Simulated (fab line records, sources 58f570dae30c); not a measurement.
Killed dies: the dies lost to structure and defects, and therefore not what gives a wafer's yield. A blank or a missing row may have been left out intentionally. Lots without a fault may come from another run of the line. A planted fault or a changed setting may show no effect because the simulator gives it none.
Chamber matching :: flow berkeley cmos170 :: 4 sister chambers for UCB170_GATE_ETCH_15 on rie si-01
The step etches poly-Si in HBr/Cl2, stops on SiO2, time 56.3 s, target depth 278.2 nm. 15 wafers are shown with their chamber, then 7 later ones without.

WAFERS PAIRED WITH THEIR CHAMBERS
wafer: L465.1
chamber: 1
drypump motor current A (A): 5.53
oes product au (a.u.): 0.847
HBr_flow_sccm (sccm): 149.5

wafer: L465.3
chamber: 3
drypump motor current A (A): 4.93
oes product au (a.u.): 0.823
HBr_flow_sccm (sccm): 149.3

wafer: L465.6
chamber: 1
drypump motor current A (A): 5.52
oes product au (a.u.): 0.839
HBr_flow_sccm (sccm): 149.4

wafer: L470.3
chamber: 0
drypump motor current A (A): 5.31
oes product au (a.u.): 0.812
HBr_flow_sccm (sccm): 150.1

wafer: L470.4
chamber: 3
drypump motor current A (A): 4.90
oes product au (a.u.): 0.824
HBr_flow_sccm (sccm): 149.9

wafer: L470.6
chamber: 1
drypump motor current A (A): 5.49
oes product au (a.u.): 0.831
HBr_flow_sccm (sccm): 149.8

wafer: L474.2
chamber: 3
drypump motor current A (A): 4.92
oes product au (a.u.): 0.823
HBr_flow_sccm (sccm): 149.9

wafer: L474.4
chamber: 2
drypump motor current A (A): 5.01
oes product au (a.u.): 0.845
HBr_flow_sccm (sccm): 150.6

wafer: L474.5
chamber: 1
drypump motor current A (A): 5.50
oes product au (a.u.): 0.842
HBr_flow_sccm (sccm): 149.2

wafer: L475.2
chamber: 0
drypump motor current A (A): 5.29
oes product au (a.u.): 0.831
HBr_flow_sccm (sccm): 150.0

wafer: L475.4
chamber: 2
drypump motor current A (A): 5.00
oes product au (a.u.): 0.839
HBr_flow_sccm (sccm): 149.8

wafer: L475.5
chamber: 3
drypump motor current A (A): 4.90
oes product au (a.u.): 0.833
HBr_flow_sccm (sccm): 150.4

wafer: L479.2
chamber: 2
drypump motor current A (A): 5.00
oes product au (a.u.): 0.835
HBr_flow_sccm (sccm): 150.5

wafer: L479.3
chamber: 0
drypump motor current A (A): 5.32
oes product au (a.u.): 0.832
HBr_flow_sccm (sccm): 150.4

wafer: L479.5
chamber: 1
drypump motor current A (A): 5.51
oes product au (a.u.): 0.844
HBr_flow_sccm (sccm): 149.5

SIGNATURES (averages over the wafers above)
reading: drypump motor current A
chamber 0: 5.3067
chamber 1: 5.5100
chamber 2: 5.0033
chamber 3: 4.9125
scatter within a chamber: 0.0142

reading: oes product au
chamber 0: 0.82500
chamber 1: 0.84060
chamber 2: 0.83967
chamber 3: 0.82575
scatter within a chamber: 0.00691

reading: HBr_flow_sccm
chamber 0: 150.167
chamber 1: 149.480
chamber 2: 150.300
chamber 3: 149.875
scatter within a chamber: 0.339
Rule: a wafer's distance from a chamber is the root of the sum, over the readings, of the square of ((its reading less the chamber's mean) divided by the reading's scatter). If the next closest chamber is less than 2 further off than the closest, the wafer can't be placed; otherwise it belongs to the closest. The scatter: take each reading less its chamber's mean, square it, sum over the shown wafers, divide by the number of wafers less the number of chambers, and take the root.

WAFERS WITHOUT THEIR CHAMBER
wafer: L483.6
drypump motor current A (A): 4.90
oes product au (a.u.): 0.842
HBr_flow_sccm (sccm): 150.5

wafer: L485.2
drypump motor current A (A): 4.90
oes product au (a.u.): 0.823
HBr_flow_sccm (sccm): 149.9

wafer: L485.5
drypump motor current A (A): 5.27
oes product au (a.u.): 0.827
HBr_flow_sccm (sccm): 149.7

wafer: L485.6
drypump motor current A (A): 5.49
oes product au (a.u.): 0.835
HBr_flow_sccm (sccm): 150.3

wafer: L486.1
drypump motor current A (A): 5.50
oes product au (a.u.): 0.850
HBr_flow_sccm (sccm): 150.0

wafer: L486.2
drypump motor current A (A): 5.28
oes product au (a.u.): 0.831
HBr_flow_sccm (sccm): 149.6

wafer: L486.4
drypump motor current A (A): 4.90
oes product au (a.u.): 0.834
HBr_flow_sccm (sccm): 150.5

CHAMBER TAKEN BY EACH
wafer: L483.6
from the rows above: 3
in truth: 3

wafer: L485.2
from the rows above: 3
in truth: 3

wafer: L485.5
from the rows above: 0
in truth: 0

wafer: L485.6
from the rows above: 1
in truth: 1

wafer: L486.1
from the rows above: 1
in truth: 1

wafer: L486.2
from the rows above: 0
in truth: 0

wafer: L486.4
from the rows above: 3
in truth: 3
7 of 7 placed correctly. From these rows, 0 cannot be placed. Number placed wrongly: 0.
